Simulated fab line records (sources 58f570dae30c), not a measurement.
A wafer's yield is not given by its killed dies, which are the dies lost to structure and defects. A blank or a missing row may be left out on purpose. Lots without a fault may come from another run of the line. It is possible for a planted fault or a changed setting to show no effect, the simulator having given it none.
Split-lot study || flow berkeley-cmos170 || route with 331 steps; 5 lots, 23 wafers read

## ON THE SPLIT
At UCB170_PSD_IMPLANT_08, the setting dose-cm2 was moved away from the recipe's 3e+15 on 5 of the 23 wafers read, by -2.8% to +3.7%. This setting was run at the recipe's value on the other wafers.

## SPLIT TO READING: what lies between them in the file, 1 step
- UCB170_PSD_STRIP_09: strips in O2

## THE READING
PSD_TW, at UCB170_PSD_TW_MEAS_10. Fault-free wafers of this fab line usually give 2346, standard deviation 12.

{"wafer": "L077.1", "tool, chamber at the split": "implanter-02, 0", "dose-cm2 as run": 3e+15, "against the recipe": "recipe", "PSD_TW": 2331, "against lot-mates on the recipe": "-"}
{"wafer": "L077.2", "tool, chamber at the split": "implanter-02, 0", "dose-cm2 as run": 3e+15, "against the recipe": "recipe", "PSD_TW": 2336, "against lot-mates on the recipe": "-"}
{"wafer": "L077.3", "tool, chamber at the split": "implanter-02, 0", "dose-cm2 as run": 3e+15, "against the recipe": "recipe", "PSD_TW": 2335, "against lot-mates on the recipe": "-"}
{"wafer": "L077.4", "tool, chamber at the split": "implanter-02, 0", "dose-cm2 as run": 3e+15, "against the recipe": "recipe", "PSD_TW": 2337, "against lot-mates on the recipe": "-"}
{"wafer": "L077.6", "tool, chamber at the split": "implanter-02, 0", "dose-cm2 as run": 3e+15, "against the recipe": "recipe", "PSD_TW": 2334, "against lot-mates on the recipe": "-"}
{"wafer": "L076.1", "tool, chamber at the split": "implanter-02, 0", "dose-cm2 as run": 3e+15, "against the recipe": "recipe", "PSD_TW": 2349, "against lot-mates on the recipe": "-"}
{"wafer": "L076.3", "tool, chamber at the split": "implanter-02, 0", "dose-cm2 as run": 3e+15, "against the recipe": "recipe", "PSD_TW": 2360, "against lot-mates on the recipe": "-"}
{"wafer": "L076.4", "tool, chamber at the split": "implanter-02, 0", "dose-cm2 as run": 3e+15, "against the recipe": "recipe", "PSD_TW": 2360, "against lot-mates on the recipe": "-"}
{"wafer": "L076.5", "tool, chamber at the split": "implanter-02, 0", "dose-cm2 as run": 3e+15, "against the recipe": "recipe", "PSD_TW": 2362, "against lot-mates on the recipe": "-"}
{"wafer": "L076.6", "tool, chamber at the split": "implanter-02, 0", "dose-cm2 as run": 3e+15, "against the recipe": "recipe", "PSD_TW": 2359, "against lot-mates on the recipe": "-"}
{"wafer": "L079.2", "tool, chamber at the split": "implanter-03, 0", "dose-cm2 as run": 3e+15, "against the recipe": "recipe", "PSD_TW": 2359, "against lot-mates on the recipe": "-"}
{"wafer": "L079.3", "tool, chamber at the split": "implanter-03, 0", "dose-cm2 as run": 3e+15, "against the recipe": "recipe", "PSD_TW": 2353, "against lot-mates on the recipe": "-"}
{"wafer": "L079.4", "tool, chamber at the split": "implanter-03, 0", "dose-cm2 as run": 3.111e+15, "against the recipe": "+3.7%", "PSD_TW": 2390, "against lot-mates on the recipe": "+34"}
{"wafer": "L079.5", "tool, chamber at the split": "implanter-03, 0", "dose-cm2 as run": 3.111e+15, "against the recipe": "+3.7%", "PSD_TW": 2382, "against lot-mates on the recipe": "+26"}
{"wafer": "L079.6", "tool, chamber at the split": "implanter-03, 0", "dose-cm2 as run": 3.111e+15, "against the recipe": "+3.7%", "PSD_TW": 2392, "against lot-mates on the recipe": "+36"}
{"wafer": "L082.2", "tool, chamber at the split": "implanter-01, 0", "dose-cm2 as run": 3e+15, "against the recipe": "recipe", "PSD_TW": 2325, "against lot-mates on the recipe": "-"}
{"wafer": "L082.3", "tool, chamber at the split": "implanter-01, 0", "dose-cm2 as run": 3e+15, "against the recipe": "recipe", "PSD_TW": 2335, "against lot-mates on the recipe": "-"}
{"wafer": "L082.6", "tool, chamber at the split": "implanter-01, 0", "dose-cm2 as run": 3e+15, "against the recipe": "recipe", "PSD_TW": 2345, "against lot-mates on the recipe": "-"}
{"wafer": "L084.1", "tool, chamber at the split": "implanter-03, 0", "dose-cm2 as run": 3e+15, "against the recipe": "recipe", "PSD_TW": 2356, "against lot-mates on the recipe": "-"}
{"wafer": "L084.3", "tool, chamber at the split": "implanter-03, 0", "dose-cm2 as run": 3e+15, "against the recipe": "recipe", "PSD_TW": 2359, "against lot-mates on the recipe": "-"}
{"wafer": "L084.4", "tool, chamber at the split": "implanter-03, 0", "dose-cm2 as run": 2.917e+15, "against the recipe": "-2.8%", "PSD_TW": 2340, "against lot-mates on the recipe": -20}
{"wafer": "L084.5", "tool, chamber at the split": "implanter-03, 0", "dose-cm2 as run": 2.917e+15, "against the recipe": "-2.8%", "PSD_TW": 2347, "against lot-mates on the recipe": -13}
{"wafer": "L084.6", "tool, chamber at the split": "implanter-03, 0", "dose-cm2 as run": 3e+15, "against the recipe": "recipe", "PSD_TW": 2366, "against lot-mates on the recipe": "-"}

THE FIT
A straight line over all 23 wafers: PSD_TW changes by +8.05 for each +1% of dose-cm2; r = +0.70; the points scatter about the line by 13.
The same after taking each lot's own level away (the mean of its wafers on the recipe; 23 wafers): +7.87 for each +1%; r = +0.93; scatter 5.1.
Per that fit: largest dose-cm2 move, reading shift of 29.
Across the lots, their own levels run from 2334.6 to 2360.3, a range of 2.1 times the standard deviation given above.
So the lot-to-lot level blurs the effect unless lot-mates are compared.
Check: with one of the wafers moved furthest among these (+3.7%) left out of the fit, the line predicts +28.5 for it against its lot-mates. Against them it came out at +34.

## FURTHER SPLITS ON THESE WAFERS
These wafers also went through other splits before the reading. Each is held against what the fit with the lots' levels taken away leaves over:
{"other split on the same wafers": "UCB170_ZERO_ETCH_06 over-etch-frac", "wafers away from the commonest value": 8, "r with PSD_TW (lot level and that fit taken away)": -0.11}
{"other split on the same wafers": "UCB170_NWELL_IMPLANT_14 energy-kev", "wafers away from the commonest value": 10, "r with PSD_TW (lot level and that fit taken away)": -0.23}
{"other split on the same wafers": "UCB170_PWELL_CVD_05 temp-c", "wafers away from the commonest value": 15, "r with PSD_TW (lot level and that fit taken away)": "+0.09"}
{"other split on the same wafers": "UCB170_PWELL_IMPLANT_15 energy-kev", "wafers away from the commonest value": 9, "r with PSD_TW (lot level and that fit taken away)": -0.04}
{"other split on the same wafers": "UCB170_FIELD_OXIDATION_01 temp-c", "wafers away from the commonest value": 15, "r with PSD_TW (lot level and that fit taken away)": -0.03}
{"other split on the same wafers": "UCB170_SCREENOX_OXIDATION_01 ox-time-s", "wafers away from the commonest value": 18, "r with PSD_TW (lot level and that fit taken away)": -0.01}
{"other split on the same wafers": "UCB170_PVT_IMPLANT_07 energy-kev", "wafers away from the commonest value": 3, "r with PSD_TW (lot level and that fit taken away)": "+0.07"}
{"other split on the same wafers": "UCB170_NLDD_EXPOSE_03 dose-mj", "wafers away from the commonest value": 8, "r with PSD_TW (lot level and that fit taken away)": "+0.02"}
{"other split on the same wafers": "UCB170_NLDD_IMPLANT_09 energy-kev", "wafers away from the commonest value": 10, "r with PSD_TW (lot level and that fit taken away)": "+0.00"}

## THE WHOLE CHAIN: every reading that the file lists as answering this split, in the file's order
{"step": "UCB170_PSD_STRIP_09", "what it does": "strips in O2", "reading": "strip-time-to-endpoint-s", "change (the file's fit)": "withheld for each +1% of the setting", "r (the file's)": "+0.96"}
{"step": "UCB170_PSD_TW_MEAS_10", "what it does": "", "reading": "PSD_TW", "change (the file's fit)": "+7.67 for each +1% of the setting", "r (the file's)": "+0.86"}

## THE FILE'S OWN FIT
PSD_TW changes by +7.67 for each +1% of dose-cm2, r = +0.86.
